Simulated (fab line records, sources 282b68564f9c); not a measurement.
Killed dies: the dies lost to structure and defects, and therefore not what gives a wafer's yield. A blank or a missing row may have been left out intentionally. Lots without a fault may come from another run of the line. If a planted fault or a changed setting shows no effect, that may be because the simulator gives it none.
Chamber matching + flow rit-cmos + RIT_ACTIVE_CLEAN_15 on wet-bench-02: 3 sister chambers
The step cleans in SC1, time 600 s. 6 wafers are shown with their chamber, then 8 later ones without.

## WAFERS PAIRED WITH THEIR CHAMBERS
| wafer  | chamber | bath-heat-duty-pct (%) | bath-guard-temp-C (C) |
|--------|---------|------------------------|-----------------------|
| L791.4 | 2       | 13.7                   | 74.7                  |
| L791.5 | 2       | 12.9                   | 74.2                  |
| L803.3 | 3       | 14.1                   | 74.4                  |
| L805.3 | 0       | 14.9                   | 75.0                  |
| L805.6 | 0       | 14.5                   | 74.7                  |
| L806.4 | 3       | 12.8                   | 74.5                  |

## WAFERS MISSING THEIR CHAMBER
| wafer  | bath-heat-duty-pct (%) | bath-guard-temp-C (C) |
|--------|------------------------|-----------------------|
| L806.5 | 13.6                   | 74.3                  |
| L806.6 | 15.0                   | 74.4                  |
| L807.2 | 12.1                   | 74.5                  |
| L807.3 | 12.6                   | 74.7                  |
| L807.6 | 12.5                   | 74.4                  |
| L809.2 | 13.0                   | 74.7                  |
| L809.5 | 12.8                   | 74.2                  |
| L809.6 | 12.1                   | 74.4                  |

## WHICH CHAMBER EACH ONE RAN IN
| wafer  | from the rows above          | in truth |
|--------|------------------------------|----------|
| L806.5 | can't be placed: 3 or 2      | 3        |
| L806.6 | can't be placed: 0 or 3 or 2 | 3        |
| L807.2 | can't be placed: 2 or 3      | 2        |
| L807.3 | can't be placed: 2 or 3 or 0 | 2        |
| L807.6 | can't be placed: 2 or 3      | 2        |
| L809.2 | can't be placed: 2 or 3 or 0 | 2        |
| L809.5 | can't be placed: 2 or 3      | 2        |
| L809.6 | can't be placed: 2 or 3      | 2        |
0 of 8 placed correctly. These rows do not allow placing 8 (true chamber among the candidates in 8). Number placed wrongly: 0.
How it was worked out, from the rows above alone: a wafer's distance from a chamber is the root of the sum, over the readings, of the square of ((its reading less the chamber's mean) divided by the reading's scatter). If the next closest chamber is less than 2 further off than the closest, the wafer can't be placed; otherwise it belongs to the closest. A chamber's mean is the mean of its shown wafers. The scatter: the root of (the sum of the squares of (reading less its chamber's mean) over the shown wafers, divided by (wafers less chambers)).
